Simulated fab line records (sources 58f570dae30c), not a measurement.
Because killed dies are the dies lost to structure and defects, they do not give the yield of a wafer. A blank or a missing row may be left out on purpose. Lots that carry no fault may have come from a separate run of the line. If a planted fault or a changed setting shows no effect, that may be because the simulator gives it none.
Comparing a struck lot with a sound one | flow berkeleyCmos170 | 44 out of 331 route steps
Sound: these wafers, L545.1, L545.2, L545.5. Wafers L551.3, L551.4, L551.5 were the ones struck. Last of all comes the cause.
Per side, at each step with rows, come the tool, then ch with its chambers, and then its first start. Under that, the readings that differ: sound wafers | struck wafers | difference of the means | sigmas: that difference in standard deviations of wafers without a fault.
alike: words and numbers the same on both sides, and readings whose means are apart by under 2 such deviations; not compared: readings that were withheld, readings missing a value for some wafer, numbers with overlapping values and no deviation given by the record, and bounds like >300 which may hide the same value.
The two part at a step that has a row with sigmas, a row that says differs or no value, or rows on one side only. Numbers that don't overlap but have no deviation are shown without sigmas and don't part them. A reading missing from all wafers of one side parts the sides only when that side holds two or more wafers.

UCB170_GATE_STRIP_16: strips in O2.
  sound on plasmaAsher-01 ch 0,1, day 9 06:03; struck on plasmaAsher-01 ch 0,1, day 9 15:23
  alike: drypumpMotorCurrentA, oesProductAu
  not compared: rfHoursCounterH
UCB170_GATE_CD_MEAS_90 targets a cd of 350 nm.
  struck on cdSem-01, day 9 15:30; sound on cdSem-02, day 9 06:13
  alike: cdNm
then, 7 steps without rows for these wafers: UCB170_GATE_CLEAN_17 (cleans in SPM, time 600 s); UCB170_PLDD_HMDS_00 (prime time 60 s); UCB170_PLDD_COAT_01 (resist thk 900 nm); UCB170_PLDD_SOFTBAKE_02 (time 60 s); UCB170_PLDD_EXPOSE_03 (exposes mask PSELECT, target cd 1200 nm); UCB170_PLDD_PEB_04; UCB170_PLDD_DEVELOP_05 (develop time 45 s).
UCB170_PLDD_CD_MEAS_06 targets a cd of 1200 nm.
  struck on cdSem-01, day 9 16:55; sound on cdSem-01, day 9 08:00
  alike: cdNm
UCB170_PLDD_OVL_MEAS_07:
  struck on overlay-02, day 9 17:01; sound on overlay-01, day 9 08:07
  alike: PLDD_OVL
then, 1 step without rows for these wafers: UCB170_PLDD_IMPLANT_08.
UCB170_PLDD_IMPLANT_09:
  sound on implanter-03 ch 0, day 9 08:18; struck on implanter-04 ch 0, day 9 17:34
  alike: beamOnS, endStationPressureTorr
UCB170_PLDD_STRIP_10: strips in O2.
  sound on plasmaAsher-02 ch 0,1, day 9 08:27; struck on plasmaAsher-01 ch 0,1, day 9 17:41
  alike: drypumpMotorCurrentA, oesProductAu, stripTimeToEndpointS
  not compared: rfHoursCounterH
UCB170_PLDD_TW_MEAS_11:
  struck on filmMetro-02, day 9 17:47; sound on filmMetro-01, day 9 08:33
reading | sound       | struck         | difference | sigmas
PLDD_TW | 999 993 996 | 1139 1134 1136 | +140       | +28
then, 7 steps without rows for these wafers: UCB170_PLDD_CLEAN_12 (cleans in SPM, time 600 s); UCB170_NLDD_HMDS_00 (prime time 60 s); UCB170_NLDD_COAT_01 (resist thk 900 nm); UCB170_NLDD_SOFTBAKE_02 (time 60 s); UCB170_NLDD_EXPOSE_03 (exposes mask NSELECT, target cd 1200 nm); UCB170_NLDD_PEB_04; UCB170_NLDD_DEVELOP_05 (develop time 45 s).
UCB170_NLDD_CD_MEAS_06 targets a cd of 1200 nm.
  struck on cdSem-02, day 9 19:13; sound on cdSem-01, day 9 10:04
  alike: cdNm
UCB170_NLDD_OVL_MEAS_07:
  struck on overlay-02, day 9 19:19; sound on overlay-01, day 9 10:11
  alike: NLDD_OVL
then, 2 steps without rows for these wafers: UCB170_NLDD_IMPLANT_08; UCB170_NLDD_IMPLANT_09.
UCB170_NLDD_STRIP_10: strips in O2.
  sound on plasmaAsher-02 ch 0,1, day 9 10:31; struck on plasmaAsher-04 ch 0,1, day 9 19:49
  alike: drypumpMotorCurrentA, oesProductAu, stripTimeToEndpointS
  not compared: rfHoursCounterH
UCB170_NLDD_TW_MEAS_11:
  struck on filmMetro-01, day 9 19:54; sound on filmMetro-03, day 9 10:37
reading | sound          | struck         | difference | sigmas
NLDD_TW | 2215 2215 2217 | 2198 2184 2187 | -26        | -2
then, 1 step without rows for these wafers: UCB170_NLDD_CLEAN_12 (cleans in SPM, time 600 s).
UCB170_SPACER_CVD_00: deposits SiO2 from TEOS/O2, target thk 376 nm, time 47 s.
  sound on pecvd-01 ch 1,2, day 9 10:52; struck on pecvd-03 ch 0,1, day 9 20:16
  alike: heaterPowerW
UCB170_SPACER_THK_MEAS_01:
  struck on filmMetro-04, day 9 20:19; sound on filmMetro-04, day 9 10:54
  alike: SPACER_TEOS_THK
then, 1 step without rows for these wafers: UCB170_SPACER_ANNEAL_02 (time 1800 s).
UCB170_SPACER_ETCHBACK_03: etches SiO2 in CHF3/CF4/Ar, stops on Si, target depth 376 nm, time 100 s.
  sound on rieDiel-02 ch 0,2,3, day 9 16:52; struck on rieDiel-04 ch 1,3, day 10 02:08
  alike: drypumpMotorCurrentA, oesProductAu, throttleValvePct
  not compared: rfHoursCounterH
then, 6 steps without rows for these wafers: UCB170_PSD_HMDS_00 (prime time 60 s); UCB170_PSD_COAT_01 (resist thk 900 nm); UCB170_PSD_SOFTBAKE_02 (time 60 s); UCB170_PSD_EXPOSE_03 (exposes mask PSELECT MOD, target cd 1200 nm); UCB170_PSD_PEB_04; UCB170_PSD_DEVELOP_05 (develop time 45 s).
UCB170_PSD_CD_MEAS_06 targets a cd of 1200 nm.
  struck on cdSem-02, day 10 03:59; sound on cdSem-01, day 9 17:54
  alike: cdNm
UCB170_PSD_OVL_MEAS_07:
  struck on overlay-01, day 10 04:05; sound on overlay-01, day 9 18:01
  alike: PSD_OVL
then, 1 step without rows for these wafers: UCB170_PSD_IMPLANT_08.
UCB170_SDANNEAL_RS_MEAS_04: the measuring method here is four-point-probe.
  struck on filmMetro-03, day 10 08:57; sound on filmMetro-02, day 9 22:29
reading          | sound          | struck      | difference | sigmas
PLDD_RS (ohm/sq) | 1034 1034 1035 | 755 757 757 | -278       | -90
UCB170_M3_PROBE_99:
  the record has rows for the sound wafers here (prober-01, day 10 19:02) and none for the struck ones

WHERE THEY PART
Earliest at UCB170_PLDD_TW_MEAS_11; latest, in this record, at UCB170_M3_PROBE_99.

WHY: what the simulator had put in
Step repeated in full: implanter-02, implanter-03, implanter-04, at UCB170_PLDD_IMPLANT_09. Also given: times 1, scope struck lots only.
